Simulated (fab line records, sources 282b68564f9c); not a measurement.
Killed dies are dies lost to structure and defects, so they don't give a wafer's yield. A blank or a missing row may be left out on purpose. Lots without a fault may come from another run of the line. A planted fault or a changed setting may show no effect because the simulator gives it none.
One fault seen from 2 desks | flow rit_cmos | each desk has only its own numbers; what lay behind them comes last

THE METROLOGY DESK
What the gauges read, lot by lot, whatever tool the lot ran on: means of the sampled wafers that have a number. A lot is out of limits, marked OUT, if its mean lies more than 4 standard deviations from the usual mean; the brackets give that distance.
Columns: A = SILICIDE_TI_RS at RIT_SILICIDE_RS_MEAS_02, usual 48.0 ohm/sq; B = SILICIDE_TI_THK at RIT_SILICIDE_THK_MEAS_03, usual 29.3 nm
lot  | first seen here | A    | B
L356 | day 3 03:29     | 47.9 | 29.3
L357 | day 3 07:10     | 48.3 | 29.5
L358 | day 3 12:42     | 47.3 | 29.6
L359 | day 3 17:43     | 48.1 | 29.1
L360 | day 3 23:43     | 47.4 | 29.6
L361 | day 4 07:02     | 46.3 | 30.3
L362 | day 4 09:07     | 48.4 | 29.4
L363 | day 4 13:52     | 47.6 | 29.4
L364 | day 4 21:34     | 48.1 | 29.5
L369 | day 6 00:27     | 48.4 | 29.2
L372 | day 6 11:04     | 50.7 | 27.9
L374 | day 6 21:20     | 50.3 | 28.3
L377 | day 7 10:29     | 47.7 | 29.6
L379 | day 7 22:11     | 48.0 | 29.1
This desk's finding: nothing out of limits on any of the 14 lots.

THE TOOL OWNER'S DESK: pvd_sputter-04
The tool's own readings at RIT_SILICIDE_SPUTTER_01 (material Ti, target thk 30 nm, time 240 s): means of the sampled wafers that have a number, for each lot that ran on this tool. A lot is out of limits, marked OUT, if its mean lies more than 4 standard deviations from the usual mean; the brackets give that distance.
Columns: A = throttle_valve_pct at RIT_SILICIDE_SPUTTER_01, usual 30.1 %
lot  | first seen here | A
L364 | day 4 21:22     | 29.7
L372 | day 6 10:55     | 30.1
L374 | day 6 21:10     | 30.1
This desk's finding: nothing out of limits on any of the 3 lots.

PUT TOGETHER
The metrology desk saw nothing out of limits.
The tool owner's desk saw nothing out of limits.

WHAT THE SIMULATOR HAD PUT IN
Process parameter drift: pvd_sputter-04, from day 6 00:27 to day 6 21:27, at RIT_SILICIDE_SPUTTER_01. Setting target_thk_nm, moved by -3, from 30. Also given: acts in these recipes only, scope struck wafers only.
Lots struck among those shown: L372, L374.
